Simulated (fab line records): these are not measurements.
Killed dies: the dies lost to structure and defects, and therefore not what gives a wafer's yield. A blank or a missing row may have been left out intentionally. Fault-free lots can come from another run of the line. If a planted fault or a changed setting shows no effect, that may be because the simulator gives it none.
Which tool is to blame? :: flow berkeley-cmos170 :: 42 wafers from 14 lots sampled at 5 of the route's 331 steps

WHAT THE GAUGES READ, wafer by wafer
UCB170_GATE_CD_MEAS_90: target cd 350 nm. Usual: cd-nm reads 350.5 nm (standard deviation 1.6).
lot: L885
measured: day 5 23:16
on: cd-sem-01
cd-nm (nm): 350.3 350.8 350.0
flag: 

lot: L886
measured: day 6 06:16
on: cd-sem-01
cd-nm (nm): 350.1 351.1 351.7
flag: 

lot: L887
measured: day 6 13:44
on: cd-sem-01
cd-nm (nm): 350.0 351.0 349.4
flag: 

lot: L888
measured: day 6 13:52
on: cd-sem-01
cd-nm (nm): 350.0 351.2 349.9
flag: 

lot: L889
measured: day 7 03:53
on: cd-sem-01
cd-nm (nm): 348.5 349.6 348.8
flag: 

lot: L892
measured: day 7 20:32
on: cd-sem-01
cd-nm (nm): 350.5 349.3 351.2
flag: 

lot: L894
measured: day 7 20:46
on: cd-sem-01
cd-nm (nm): 349.6 350.8 351.0
flag: 

lot: L893
measured: day 7 20:59
on: cd-sem-01
cd-nm (nm): 353.4 353.5 353.1
flag: 

lot: L895
measured: day 8 03:56
on: cd-sem-01
cd-nm (nm): 354.4 355.0 353.2
flag: 

lot: L896
measured: day 8 16:26
on: cd-sem-01
cd-nm (nm): 352.5 351.5 352.4
flag: 

lot: L899
measured: day 9 14:06
on: cd-sem-02
cd-nm (nm): 347.7 350.2 349.5
flag: 

lot: L900
measured: day 9 14:11
on: cd-sem-01
cd-nm (nm): 350.8 349.7 351.3
flag: 

lot: L905
measured: day 9 17:28
on: cd-sem-01
cd-nm (nm): 349.3 348.4 349.2
flag: 

lot: L906
measured: day 10 10:16
on: cd-sem-02
cd-nm (nm): 349.5 349.0 348.5
flag: 

UCB170_SPACER_THK_MEAS_01. Usual: SPACER_TEOS_THK typically reads 376 nm, with standard deviation 5.6.
lot: L885
measured: day 6 05:23
on: film-metro-01
SPACER_TEOS_THK (nm): 377 383 388
flag: 

lot: L886
measured: day 6 12:59
on: film-metro-02
SPACER_TEOS_THK (nm): 376 380 389
flag: 

lot: L887
measured: day 6 19:17
on: film-metro-04
SPACER_TEOS_THK (nm): 368 376 375
flag: 

lot: L888
measured: day 6 19:39
on: film-metro-01
SPACER_TEOS_THK (nm): 382 386 388
flag: 

lot: L889
measured: day 7 10:09
on: film-metro-01
SPACER_TEOS_THK (nm): 369 372 371
flag: 

lot: L892
measured: day 8 02:00
on: film-metro-04
SPACER_TEOS_THK (nm): 366 367 368
flag: 

lot: L894
measured: day 8 01:49
on: film-metro-02
SPACER_TEOS_THK (nm): 374 375 382
flag: 

lot: L893
measured: day 8 02:10
on: film-metro-01
SPACER_TEOS_THK (nm): 371 370 371
flag: 

lot: L895
measured: day 8 09:22
on: film-metro-02
SPACER_TEOS_THK (nm): 372 379 382
flag: 

lot: L896
measured: day 8 20:43
on: film-metro-02
SPACER_TEOS_THK (nm): 378 379 379
flag: 

lot: L899
measured: day 9 22:52
on: film-metro-02
SPACER_TEOS_THK (nm): 372 371 378
flag: 

lot: L900
measured: day 9 23:25
on: film-metro-01
SPACER_TEOS_THK (nm): 375 378 382
flag: 

lot: L905
measured: day 9 23:59
on: film-metro-02
SPACER_TEOS_THK (nm): 363 378 372
flag: 

lot: L906
measured: day 10 16:39
on: film-metro-04
SPACER_TEOS_THK (nm): 374 375 387
flag: 

UCB170_SDANNEAL_RS_MEAS_05: measures by four-point-probe. Usual: NLDD_RS typically reads 616.1 ohm/sq, with standard deviation 1.5.
lot: L885
measured: day 6 15:29
on: film-metro-03
NLDD_RS (ohm/sq): 615.0 614.8 614.4
flag: 

lot: L886
measured: day 6 19:44
on: film-metro-02
NLDD_RS (ohm/sq): 615.8 618.0 617.0
flag: 

lot: L887
measured: day 7 07:59
on: film-metro-02
NLDD_RS (ohm/sq): 614.5 615.3 615.6
flag: 

lot: L888
measured: day 7 07:50
on: film-metro-03
NLDD_RS (ohm/sq): 614.2 614.5 614.3
flag: 

lot: L889
measured: day 7 19:20
on: film-metro-01
NLDD_RS (ohm/sq): 616.6 614.4 614.7
flag: 

lot: L892
measured: day 8 10:01
on: film-metro-02
NLDD_RS (ohm/sq): 618.0 615.8 617.4
flag: 

lot: L894
measured: day 8 10:02
on: film-metro-03
NLDD_RS (ohm/sq): 615.3 617.8 618.4
flag: 

lot: L893
measured: day 8 10:38
on: film-metro-02
NLDD_RS (ohm/sq): 617.4 615.0 617.3
flag: 

lot: L895
measured: day 8 20:24
on: film-metro-02
NLDD_RS (ohm/sq): 614.1 615.1 614.3
flag: 

lot: L896
measured: day 9 07:46
on: film-metro-02
NLDD_RS (ohm/sq): 614.9 616.4 616.3
flag: 

lot: L899
measured: day 10 09:34
on: film-metro-03
NLDD_RS (ohm/sq): 617.7 616.0 617.2
flag: 

lot: L900
measured: day 10 10:21
on: film-metro-01
NLDD_RS (ohm/sq): 615.4 615.4 615.3
flag: 

lot: L905
measured: day 10 10:00
on: film-metro-02
NLDD_RS (ohm/sq): 602.8 602.0 602.7
flag: OFF

lot: L906
measured: day 11 03:02
on: film-metro-02
NLDD_RS (ohm/sq): 603.0 604.2 604.4
flag: OFF

EACH LOT AND THE TOOL THAT RAN IT (in order: tool; ch and the chambers of the sampled wafers; start)
lot: L885
UCB170_NLDD_IMPLANT_09: implanter-04 ch 0, day 6 04:41
UCB170_NLDD_STRIP_10: plasma-asher-02 ch 0,1, day 6 04:50

lot: L886
UCB170_NLDD_IMPLANT_09: implanter-01 ch 0, day 6 09:59
UCB170_NLDD_STRIP_10: plasma-asher-02 ch 0,1, day 6 10:08

lot: L887
UCB170_NLDD_IMPLANT_09: implanter-04 ch 0, day 6 18:34
UCB170_NLDD_STRIP_10: plasma-asher-03 ch 0,1, day 6 18:43

lot: L888
UCB170_NLDD_IMPLANT_09: implanter-01 ch 0, day 6 19:05
UCB170_NLDD_STRIP_10: plasma-asher-03 ch 0,1, day 6 19:13

lot: L889
UCB170_NLDD_IMPLANT_09: implanter-04 ch 0, day 7 09:37
UCB170_NLDD_STRIP_10: plasma-asher-03 ch 0,1, day 7 09:46

lot: L892
UCB170_NLDD_IMPLANT_09: implanter-03 ch 0, day 8 01:26
UCB170_NLDD_STRIP_10: plasma-asher-02 ch 1, day 8 01:33

lot: L894
UCB170_NLDD_IMPLANT_09: implanter-04 ch 0, day 8 01:17
UCB170_NLDD_STRIP_10: plasma-asher-03 ch 0,1, day 8 01:26

lot: L893
UCB170_NLDD_IMPLANT_09: implanter-01 ch 0, day 8 01:31
UCB170_NLDD_STRIP_10: plasma-asher-04 ch 0,1, day 8 01:40

lot: L895
UCB170_NLDD_IMPLANT_09: implanter-04 ch 0, day 8 08:48
UCB170_NLDD_STRIP_10: plasma-asher-03 ch 0,1, day 8 08:57

lot: L896
UCB170_NLDD_IMPLANT_09: implanter-01 ch 0, day 8 20:11
UCB170_NLDD_STRIP_10: plasma-asher-02 ch 0,1, day 8 20:20

lot: L899
UCB170_NLDD_IMPLANT_09: implanter-04 ch 0, day 9 22:20
UCB170_NLDD_STRIP_10: plasma-asher-04 ch 0,1, day 9 22:29

lot: L900
UCB170_NLDD_IMPLANT_09: implanter-01 ch 0, day 9 22:49
UCB170_NLDD_STRIP_10: plasma-asher-02 ch 0, day 9 22:56

lot: L905
UCB170_NLDD_IMPLANT_09: implanter-01 ch 0, day 9 23:28
UCB170_NLDD_STRIP_10: plasma-asher-04 ch 0,1, day 9 23:35

lot: L906
UCB170_NLDD_IMPLANT_09: implanter-01 ch 0, day 10 14:44
UCB170_NLDD_STRIP_10: plasma-asher-03 ch 0,1, day 10 14:53
- UCB170_NLDD_IMPLANT_09
- UCB170_NLDD_STRIP_10: strips in O2.

WHAT THE TOOLS THEMSELVES READ (means of the sampled wafers that have a number; where no wafer has one, the mark that the record gives instead)
UCB170_NLDD_IMPLANT_09. Usual: beam-energy-keV 30.003, standard deviation 0.0083; tilt-deg 6.998 degrees, standard deviation 0.019.
lot: L885
tool: implanter-04
beam-energy-keV: 30.000
tilt-deg (degrees): 6.997
flag: 

lot: L886
tool: implanter-01
beam-energy-keV: 30.012
tilt-deg (degrees): 7.007
flag: 

lot: L887
tool: implanter-04
beam-energy-keV: 29.997
tilt-deg (degrees): 6.986
flag: 

lot: L888
tool: implanter-01
beam-energy-keV: 30.003
tilt-deg (degrees): 7.004
flag: 

lot: L889
tool: implanter-04
beam-energy-keV: 29.997
tilt-deg (degrees): 6.997
flag: 

lot: L892
tool: implanter-03
beam-energy-keV: 30.010
tilt-deg (degrees): 7.013
flag: 

lot: L894
tool: implanter-04
beam-energy-keV: 30.001
tilt-deg (degrees): 7.004
flag: 

lot: L893
tool: implanter-01
beam-energy-keV: 29.998
tilt-deg (degrees): 6.996
flag: 

lot: L895
tool: implanter-04
beam-energy-keV: 29.993
tilt-deg (degrees): 6.991
flag: 

lot: L896
tool: implanter-01
beam-energy-keV: 30.001
tilt-deg (degrees): 6.975
flag: 

lot: L899
tool: implanter-04
beam-energy-keV: 30.005
tilt-deg (degrees): 7.012
flag: 

lot: L900
tool: implanter-01
beam-energy-keV: 29.999
tilt-deg (degrees): 7.032
flag: 

lot: L905
tool: implanter-01
beam-energy-keV: 30.000
tilt-deg (degrees): 9.489
flag: OFF

lot: L906
tool: implanter-01
beam-energy-keV: 29.999
tilt-deg (degrees): 9.507
flag: OFF

UCB170_NLDD_STRIP_10. Usual: drypump-motor-current-A 5.6 A, standard deviation 0.32; oes-product-au 0.734 a.u., standard deviation 0.0045; strip-time-to-endpoint-s 21.67 s, standard deviation 0.057.
lot: L885
tool: plasma-asher-02
drypump-motor-current-A (A): 5.9
oes-product-au (a.u.): 0.733
strip-time-to-endpoint-s (s): 21.56
flag: 

lot: L886
tool: plasma-asher-02
drypump-motor-current-A (A): 6.0
oes-product-au (a.u.): 0.734
strip-time-to-endpoint-s (s): 21.60
flag: 

lot: L887
tool: plasma-asher-03
drypump-motor-current-A (A): 5.4
oes-product-au (a.u.): 0.734
strip-time-to-endpoint-s (s): 21.66
flag: 

lot: L888
tool: plasma-asher-03
drypump-motor-current-A (A): 5.6
oes-product-au (a.u.): 0.737
strip-time-to-endpoint-s (s): 21.68
flag: 

lot: L889
tool: plasma-asher-03
drypump-motor-current-A (A): 5.4
oes-product-au (a.u.): 0.733
strip-time-to-endpoint-s (s): 21.68
flag: 

lot: L892
tool: plasma-asher-02
drypump-motor-current-A (A): 6.0
oes-product-au (a.u.): 0.736
strip-time-to-endpoint-s (s): 21.61
flag: 

lot: L894
tool: plasma-asher-03
drypump-motor-current-A (A): 5.6
oes-product-au (a.u.): 0.732
strip-time-to-endpoint-s (s): 21.68
flag: 

lot: L893
tool: plasma-asher-04
drypump-motor-current-A (A): 5.4
oes-product-au (a.u.): 0.733
strip-time-to-endpoint-s (s): 21.67
flag: 

lot: L895
tool: plasma-asher-03
drypump-motor-current-A (A): 5.7
oes-product-au (a.u.): 0.734
strip-time-to-endpoint-s (s): 21.70
flag: 

lot: L896
tool: plasma-asher-02
drypump-motor-current-A (A): 5.9
oes-product-au (a.u.): 0.732
strip-time-to-endpoint-s (s): 21.72
flag: 

lot: L899
tool: plasma-asher-04
drypump-motor-current-A (A): 5.4
oes-product-au (a.u.): 0.731
strip-time-to-endpoint-s (s): 21.60
flag: 

lot: L900
tool: plasma-asher-02
drypump-motor-current-A (A): 5.9
oes-product-au (a.u.): 0.732
strip-time-to-endpoint-s (s): 21.70
flag: 

lot: L905
tool: plasma-asher-04
drypump-motor-current-A (A): 5.4
oes-product-au (a.u.): 0.738
strip-time-to-endpoint-s (s): 21.75
flag: 

lot: L906
tool: plasma-asher-03
drypump-motor-current-A (A): 5.4
oes-product-au (a.u.): 0.731
strip-time-to-endpoint-s (s): 21.71
flag: 

THE ANSWER, worked out from the rows above alone
Rule: a lot counts as off when the mean over its wafers that have a number is more than 3 standard deviations away from the usual mean. Also off: a lot with no number at a reading for which 4 or more lots have one. Any other lot the step has rows for is counted as sound. After the gauges, taken in route order, come the tools' own readings; for these a lot's mean is taken, as printed above. At the first step where some lot is off, the reading lying furthest off is the one used; lots without a number count as furthest.
Off: at UCB170_SDANNEAL_RS_MEAS_05 (NLDD_RS), L905, L906.
If a tool, at a process step before that reading, ran all the lots that are off and no sound lot after the first of them, it fits. Not tried: the gauges at UCB170_SDANNEAL_RS_MEAS_05; whatever is off there is also off at UCB170_NLDD_IMPLANT_09, on other tools, and gauge error can't account for it. One fits: implanter-01 at UCB170_NLDD_IMPLANT_09. A fault onset in the window from L900 (day 9 22:49, its last sound lot) to L905 (day 9 23:28, its first lot off) fits.
The tool's own readings at UCB170_NLDD_IMPLANT_09 bear it out: on the lots that are off they differ by more than 5 times the standard deviation of the sound lots' means. tilt-deg reads 9.498 degrees there against 7.001 degrees on the sound lots.

WHAT HAD BEEN PUT IN BY THE SIMULATOR
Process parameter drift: implanter-01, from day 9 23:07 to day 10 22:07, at UCB170_NLDD_IMPLANT_09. A move of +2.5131 in setting tilt-deg, from 7. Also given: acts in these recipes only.
Shown lots that were struck: L905, L906. The rule given above showed the same thing.
